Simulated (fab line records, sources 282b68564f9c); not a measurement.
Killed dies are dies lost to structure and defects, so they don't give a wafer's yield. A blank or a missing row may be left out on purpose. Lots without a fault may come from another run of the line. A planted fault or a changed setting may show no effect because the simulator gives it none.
A struck lot beside a sound one | flow rit_cmos | 29 steps out of a route of 202
Sound: wafers L737.1, L737.3, L737.5. Struck: wafers L739.1, L739.3, L739.4. The cause comes at the end.
At each step with rows: each side's tool, then ch and its chambers, then its first start. Under that, the readings that differ: sound wafers | struck wafers | difference of the means | sigmas: that difference in standard deviations of wafers without a fault.
alike: readings whose means differ by less than 2 such deviations, and words and numbers that are the same on both sides. not compared: withheld readings, readings that some wafer has no value for, bounds like >300 that may hide the same value, and numbers for which the record gives no deviation and whose values overlap.
The two part at a step that has a row with sigmas, a row that says differs or no value, or rows on one side only. Numbers that don't overlap but have no deviation are shown without sigmas and don't part them. A reading that every wafer of one side lacks parts them only if that side has two wafers or more.

RIT_FOX2_THK_MEAS_01:
  sound on film_metro-01, day 2 12:34; struck on film_metro-02, day 2 22:29
  alike: FOX2_OXIDE_THK
then, 2 steps without rows for these wafers: RIT_FOX2_CLEAN_02 (cleans in dHF, time 180 s); RIT_FOX2_WET_ETCH_03 (etches Si3N4 in H3PO4, target depth 195 nm, time 2700 s).
RIT_FOX2_THK_MEAS_90:
  sound on film_metro-01, day 2 13:26; struck on film_metro-02, day 2 23:22
  alike: FIELD_OXIDE_LEFT_1_THK
then, 6 steps without rows for these wafers: RIT_NWELL_HMDS_00 (prime time 60 s); RIT_NWELL_COAT_01 (resist thk 1300 nm); RIT_NWELL_SOFTBAKE_02 (time 60 s); RIT_NWELL_EXPOSE_03 (exposes mask M2, target cd 43900 nm); RIT_NWELL_PEB_04; RIT_NWELL_DEVELOP_05 (develop time 68 s).
RIT_NWELL_OVL_MEAS_06:
  sound on overlay-01, day 2 14:30; struck on overlay-02, day 3 00:26
  alike: NWELL_OVL
then, 1 step without rows for these wafers: RIT_NWELL_HARDBAKE_07 (time 120 s).
RIT_NWELL_IMPLANT_08:
  sound on implanter-02 ch 0, day 2 14:47; struck on implanter-04 ch 0, day 3 01:02
  alike: dose_ions_cm2
RIT_NWELL_STRIP_09: strips in O2, time 180 s.
  sound on plasma_asher-02 ch 0,1, day 2 14:56; struck on plasma_asher-01 ch 0,1, day 3 01:11
  alike: drypump_motor_current_A
  not compared: rf_hours_counter_h
RIT_NWELL_TW_MEAS_10:
  sound on film_metro-04, day 2 15:07; struck on film_metro-02, day 3 01:35
  reading  | sound          | struck         | difference | sigmas
  NWELL_TW | 2146 2139 2144 | 2685 2689 2676 | +540       | +22
then, 6 steps without rows for these wafers: RIT_PWELL_HMDS_00 (prime time 60 s); RIT_PWELL_COAT_01 (resist thk 1300 nm); RIT_PWELL_SOFTBAKE_02 (time 60 s); RIT_PWELL_EXPOSE_03 (exposes mask M3, target cd 43700 nm); RIT_PWELL_PEB_04; RIT_PWELL_DEVELOP_05 (develop time 68 s).
RIT_PWELL_OVL_MEAS_06:
  sound on overlay-01, day 2 16:11; struck on overlay-02, day 3 06:56
  alike: PWELL_OVL
then, 2 steps without rows for these wafers: RIT_PWELL_HARDBAKE_07 (time 120 s); RIT_PWELL_IMPLANT_08.
RIT_PWELL_STRIP_09: strips in O2, time 180 s.
  sound on plasma_asher-03 ch 0,1, day 2 16:37; struck on plasma_asher-03 ch 0,1, day 3 07:22
  alike: drypump_motor_current_A
  not compared: rf_hours_counter_h
RIT_PWELL_TW_MEAS_10:
  sound on film_metro-04, day 2 16:47; struck on film_metro-04, day 3 07:32
  alike: PWELL_TW
then, 1 step without rows for these wafers: RIT_WELLDRIVE_ANNEAL_00 (time 14700 s).
RIT_WELLDRIVE_RS_MEAS_01: measures by four-point-probe.
  sound on film_metro-04, day 2 23:10; struck on film_metro-04, day 3 13:08
  reading           | sound             | struck            | difference | sigmas
  NWELL_RS (ohm/sq) | 276.2 276.4 275.8 | 182.8 182.5 182.9 | -93.4      | -99 or more
then, 1 step without rows for these wafers: RIT_M1_PROBE_99.

WHERE THEY PART
First at RIT_NWELL_TW_MEAS_10; last, within this record, at RIT_WELLDRIVE_RS_MEAS_01.

WHY: what the simulator had put in
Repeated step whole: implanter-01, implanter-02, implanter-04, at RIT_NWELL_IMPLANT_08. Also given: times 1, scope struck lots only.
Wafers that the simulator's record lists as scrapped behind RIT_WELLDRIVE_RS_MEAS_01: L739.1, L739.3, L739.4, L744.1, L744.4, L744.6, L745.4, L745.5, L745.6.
